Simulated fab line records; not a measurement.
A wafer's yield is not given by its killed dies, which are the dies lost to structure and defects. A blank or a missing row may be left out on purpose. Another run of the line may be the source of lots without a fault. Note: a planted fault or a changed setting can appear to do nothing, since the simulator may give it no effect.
A struck lot beside a sound one + flow rit cmos + 44 steps out of a route of 202
Sound: these wafers, L676.3, L676.4, L676.5. The struck wafers were L682.2, L682.4, L682.5. The cause is named last.
For every step that has rows: the tool of each side, followed by ch and its chambers, followed by its first start. Under that, the readings that differ: sound wafers + struck wafers + difference of the means + sigmas: that difference in standard deviations of wafers without a fault.
alike: words and numbers the same on both sides, and readings whose means are apart by under 2 such deviations; not compared: readings that were withheld, readings missing a value for some wafer, numbers with overlapping values and no deviation given by the record, and bounds like >300 which may hide the same value.
A row with sigmas, a row that says differs or no value, or rows on one side alone: a step with any of these is where the two part. When numbers do not overlap yet have no deviation, they are printed without sigmas and do not part them. A reading missing from all wafers of one side parts the sides only when that side holds two or more wafers.

first, 1 step without rows for these wafers: RIT_PRETRO_IMPLANT_08.
RIT_PRETRO_STRIP_09: strips in O2, time 180 s.
  sound on plasma asher-02 ch 0,1, day 2 22:15; struck on plasma asher-04 ch 0,1, day 4 04:27
  alike: drypump motor current A, rf refl power W
  not compared: rf hours counter h
RIT_PRETRO_TW_MEAS_10:
  struck on film metro-02, day 4 04:38; sound on film metro-03, day 2 22:23
  alike: PRETRO_TW
then, 5 steps without rows for these wafers: RIT_GATE_WET_ETCH_00 (etches SiO2 in BOE, target depth 56 nm, time 60 s); RIT_GATE_CLEAN_01 (cleans in SC1, time 600 s); RIT_GATE_CLEAN_02 (cleans in dHF, time 30 s); RIT_GATE_CLEAN_03 (cleans in SC2, time 600 s); RIT_GATE_CLEAN_04 (cleans in dHF, time 60 s).
RIT_FOX2_THK_MEAS_91:
  struck on film metro-03, day 4 05:09; sound on film metro-03, day 2 22:52
  alike: FIELD_OXIDE_LEFT_2_THK
then, 2 steps without rows for these wafers: RIT_GATE_OXIDATION_05 (target thk 3 nm, ox time 270 s); RIT_GATE_ANNEAL_06 (time 600 s).
RIT_GATE_THK_MEAS_07:
  struck on film metro-04, day 4 06:32; sound on film metro-03, day 3 02:37
  alike: GATE_OXIDE_THK
RIT_GATE_CVD_08: deposits poly-Si from SiH4, target thk 250 nm, time 2220 s.
  sound on lpcvd-02 ch 0, day 3 02:40; struck on lpcvd-01 ch 1, day 4 06:35
| reading                                  | sound             | struck            | difference | sigmas |
|------------------------------------------|-------------------|-------------------|------------|--------|
| model.poly-Si_of_GATE_CVD_08.thk nm (nm) | 249.3 247.5 249.1 | 151.9 152.5 151.7 | -96.6      |        |
  alike: spike tc source C
RIT_GATE_THK_MEAS_09:
  struck on film metro-04, day 4 08:13; sound on film metro-02, day 3 04:17
| reading            | sound             | struck            | difference | sigmas |
|--------------------|-------------------|-------------------|------------|--------|
| GATE_POLY_THK (nm) | 249.2 247.4 249.1 | 151.9 152.6 151.7 | -96.5      | -40    |
then, 6 steps without rows for these wafers: RIT_GATE_HMDS_10 (prime time 60 s); RIT_GATE_COAT_11 (resist thk 850 nm); RIT_GATE_SOFTBAKE_12 (time 60 s); RIT_GATE_EXPOSE_13 (exposes mask M6, target cd 150 nm); RIT_GATE_PEB_14; RIT_GATE_DEVELOP_15 (develop time 50 s).
RIT_GATE_CD_MEAS_16: target cd 150 nm.
  struck on cd sem-02, day 4 09:14; sound on cd sem-01, day 3 05:13
  alike: cd nm
RIT_GATE_OVL_MEAS_17:
  struck on overlay-02, day 4 09:20; sound on overlay-01, day 3 05:19
  alike: GATE_OVL
then, 1 step without rows for these wafers: RIT_GATE_HARDBAKE_18 (time 60 s).
RIT_GATE_ETCH_19: etches poly-Si in SF6/CHF3/O2, stops on SiO2, time 165 s, target depth 312.5 nm.
  sound on rie si-02 ch 1,2,3, day 3 05:29; struck on rie si-02 ch 0,2,3, day 4 09:31
| reading                          | sound             | struck            | difference | sigmas |
|----------------------------------|-------------------|-------------------|------------|--------|
| oes product au (a.u.)            | 0.847 0.853 0.830 | 0.619 0.611 0.619 | -0.227     | -19    |
| model.GATE.feature depth nm (nm) | 249.3 247.5 249.1 | 151.9 152.5 151.7 | -96.6      |        |
| model.etch.depth nm (nm)         | 249.3 247.5 249.1 | 151.9 152.5 151.7 | -96.6      |        |
  alike: drypump motor current A, throttle valve pct
  not compared: rf hours counter h
RIT_GATE_STRIP_20: strips in O2, time 180 s.
  sound on plasma asher-04 ch 0,1, day 3 05:40; struck on plasma asher-01 ch 0,1, day 4 09:37
  alike: drypump motor current A, rf refl power W
  not compared: rf hours counter h
RIT_GATE_CD_MEAS_90: target cd 150 nm.
  struck on cd sem-01, day 4 09:49; sound on cd sem-02, day 3 05:49
  alike: cd nm
then, 4 steps without rows for these wafers: RIT_REOX_CLEAN_00 (cleans in SC1, time 600 s); RIT_REOX_CLEAN_01 (cleans in dHF, time 30 s); RIT_REOX_CLEAN_02 (cleans in SC2, time 600 s); RIT_REOX_OXIDATION_03 (target thk 25.2 nm, ox time 5580 s).
RIT_REOX_THK_MEAS_04:
  struck on film metro-04, day 4 12:53; sound on film metro-01, day 3 08:51
| reading             | sound          | struck         | difference | sigmas |
|---------------------|----------------|----------------|------------|--------|
| REOX_OXIDE_THK (nm) | 24.8 24.4 24.3 | 26.4 26.2 26.1 | +1.7       | +3     |
then, 6 steps without rows for these wafers: RIT_NLDD_HMDS_00 (prime time 60 s); RIT_NLDD_COAT_01 (resist thk 1000 nm); RIT_NLDD_SOFTBAKE_02 (time 60 s); RIT_NLDD_EXPOSE_03 (exposes mask M7, target cd 40700 nm); RIT_NLDD_PEB_04; RIT_NLDD_DEVELOP_05 (develop time 50 s).
RIT_NLDD_OVL_MEAS_06:
  struck on overlay-01, day 4 13:47; sound on overlay-02, day 3 09:52
| reading       | sound       | struck         | difference | sigmas |
|---------------|-------------|----------------|------------|--------|
| NLDD_OVL (nm) | 1.1 1.8 1.0 | -3.0 -1.1 -3.0 | -3.7       | -2     |
then, 2 steps without rows for these wafers: RIT_NLDD_HARDBAKE_07 (time 60 s); RIT_NLDD_IMPLANT_08.
RIT_NLDD_STRIP_09: strips in O2, time 180 s.
  sound on plasma asher-04 ch 0,1, day 3 10:14; struck on plasma asher-02 ch 0,1, day 4 14:07
  alike: drypump motor current A, rf refl power W
  not compared: rf hours counter h
RIT_NLDD_TW_MEAS_10:
  struck on film metro-01, day 4 14:18; sound on film metro-03, day 3 10:23
  alike: NLDD_TW
RIT_SDANNEAL_CLEAN_02: cleans in SC2, time 600 s.
  sound on wet bench-03 ch 3, day 3 17:25; struck on wet bench-03 ch 1, day 4 21:50
| reading                                  | sound             | struck            | difference | sigmas |
|------------------------------------------|-------------------|-------------------|------------|--------|
| model.poly-Si_of_GATE_CVD_08.thk nm (nm) | 162.1 159.2 162.7 | 66.21 66.36 65.86 | -95.19     |        |
RIT_M1_PROBE_99:
  struck on prober-01, day 5 05:33; sound on prober-01, day 4 01:23
  alike: killed at contacts, killed at front end, killed dies, killed open, killed short

## WHERE THEY PART
At RIT_GATE_THK_MEAS_09 first; at RIT_NLDD_OVL_MEAS_06 last (within this record only). Later steps at which nothing parts them and some readings are alike: RIT_NLDD_STRIP_09, RIT_NLDD_TW_MEAS_10, RIT_M1_PROBE_99.

WHY: what had been put in by the simulator
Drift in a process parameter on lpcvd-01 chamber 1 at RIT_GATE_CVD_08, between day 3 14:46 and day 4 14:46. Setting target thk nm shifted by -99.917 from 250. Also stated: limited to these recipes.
